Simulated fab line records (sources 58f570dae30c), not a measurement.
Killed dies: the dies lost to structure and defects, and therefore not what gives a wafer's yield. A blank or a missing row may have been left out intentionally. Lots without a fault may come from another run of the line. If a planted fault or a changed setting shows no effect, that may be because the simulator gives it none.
Which of the tools did it? | flow berkeley-cmos170 | route of 331 steps, sampled at 1 step: 6 lots, 18 wafers

## WHAT THE GAUGES SHOWED, per wafer
UCB170_GATE_OVL_MEAS_13.
lot  | measured     | on         | GATE_OVL (nm)
L168 | day 6 13:19  | overlay-01 | 8 1 9
L175 | day 7 20:14  | overlay-02 | 0 -4 1
L181 | day 9 04:36  | overlay-02 | 3 -1 1
L184 | day 9 18:23  | overlay-01 | 4 9 8
L187 | day 10 13:47 | overlay-02 | -14 -9 -3
L188 | day 10 19:11 | overlay-02 | -3 4 2

## WHAT TOOL EACH LOT RAN ON (gives the tool, then ch and the chambers of the sampled wafers, and finally the start)
Before these readings, the record contains no process step.

## THE ANSWER, worked out from the rows above alone
Rule: the lots themselves supply what counts as usual. Put in order of their means at a reading, lots are off if they are a third of the lots or fewer, leave a main group of 4 or more, and stand apart from it by a gap of 3 or more times the standard deviation of the main group's means; of several such gaps the widest counts. A main group whose means are all the same, to the digits that the tables above print for the reading, isn't used. Also off: a lot with no number at a reading for which 4 or more lots have one. The other lots that the step has rows for count as sound.
Across all readings shown, no lot is off: no conclusion can be drawn from this.

## WHAT WAS PUT IN BY THE SIMULATOR
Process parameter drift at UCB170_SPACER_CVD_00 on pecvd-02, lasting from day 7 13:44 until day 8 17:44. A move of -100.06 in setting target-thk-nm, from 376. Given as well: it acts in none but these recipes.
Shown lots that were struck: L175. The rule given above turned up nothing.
